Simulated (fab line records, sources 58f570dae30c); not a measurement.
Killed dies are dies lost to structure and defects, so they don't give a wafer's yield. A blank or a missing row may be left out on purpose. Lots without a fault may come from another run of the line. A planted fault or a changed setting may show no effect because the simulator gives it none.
A struck lot beside a sound one | flow berkeley_cmos170 | 14 steps out of a route of 331
Sound: wafers L211.4, L211.5, L211.6. Struck: wafers L217.1, L217.4, L217.5. The cause comes at the end.
At each step with rows: each side's tool, then ch and its chambers, then its first start. Under that, the readings that differ: sound wafers | struck wafers | difference of the means | sigmas: that difference in standard deviations of wafers without a fault.
alike: readings whose means differ by less than 2 such deviations, and words and numbers that are the same on both sides. not compared: withheld readings, readings that some wafer has no value for, bounds like >300 that may hide the same value, and numbers for which the record gives no deviation and whose values overlap.
The two part at a step that has a row with sigmas, a row that says differs or no value, or rows on one side only. Numbers that don't overlap but have no deviation are shown without sigmas and don't part them. A reading that every wafer of one side lacks parts them only if that side has two wafers or more.

first, 1 step without rows for these wafers: UCB170_NLDD_IMPLANT_09.
UCB170_NLDD_STRIP_10: strips in O2.
  sound on plasma_asher-02 ch 0,1, day 8 18:47; struck on plasma_asher-03 ch 1, day 9 21:40
  reading                     | sound       | struck      | difference | sigmas
  drypump_motor_current_A (A) | 6.5 5.7 6.5 | 5.5 5.5 5.5 | -0.7       | -2
  alike: oes_product_au, strip_time_to_endpoint_s
  not compared: rf_hours_counter_h
UCB170_NLDD_TW_MEAS_11:
  sound on film_metro-03, day 8 18:53; struck on film_metro-03, day 9 21:46
  alike: NLDD_TW
then, 1 step without rows for these wafers: UCB170_NLDD_CLEAN_12 (cleans in SPM, time 600 s).
UCB170_SPACER_CVD_00: deposits SiO2 from TEOS/O2, target thk 376 nm, time 47 s.
  sound on pecvd-02 ch 0,1,2, day 8 19:17; struck on pecvd-04 ch 0,2, day 9 22:01
  alike: heater_power_w, pressure_mtorr
  not compared: since_wet_clean_h
UCB170_SPACER_THK_MEAS_01:
  sound on film_metro-02, day 8 19:20; struck on film_metro-03, day 9 22:03
  alike: SPACER_TEOS_THK
then, 1 step without rows for these wafers: UCB170_SPACER_ANNEAL_02 (time 1800 s).
UCB170_SPACER_ETCHBACK_03: etches SiO2 in CHF3/CF4/Ar, stops on Si, target depth 376 nm, time 100 s.
  sound on rie_diel-04 ch 0,1,3, day 8 22:24; struck on rie_diel-03 ch 2,3, day 10 04:24
  alike: drypump_motor_current_A, oes_product_au, throttle_valve_pct
  not compared: rf_hours_counter_h
then, 4 steps without rows for these wafers: UCB170_PSD_HMDS_00 (prime time 60 s); UCB170_PSD_COAT_01 (resist thk 900 nm); UCB170_PSD_SOFTBAKE_02 (time 60 s); UCB170_PSD_EXPOSE_03 (exposes mask PSELECT MOD, target cd 1200 nm).
UCB170_PSD_PEB_04:
  sound on litho_track-02 ch 0, day 8 23:28; struck on litho_track-02, day 10 05:10
  no value came back on the struck wafers for chill_plate_temp_C (C), exhaust_pa (Pa); on the sound wafers chill_plate_temp_C (C) reads 23.13 23.13 23.10
then, 1 step without rows for these wafers: UCB170_PSD_DEVELOP_05 (develop time 45 s).

WHERE THEY PART
First at UCB170_NLDD_STRIP_10; last, within this record, at UCB170_PSD_PEB_04.

WHY: what the simulator had put in
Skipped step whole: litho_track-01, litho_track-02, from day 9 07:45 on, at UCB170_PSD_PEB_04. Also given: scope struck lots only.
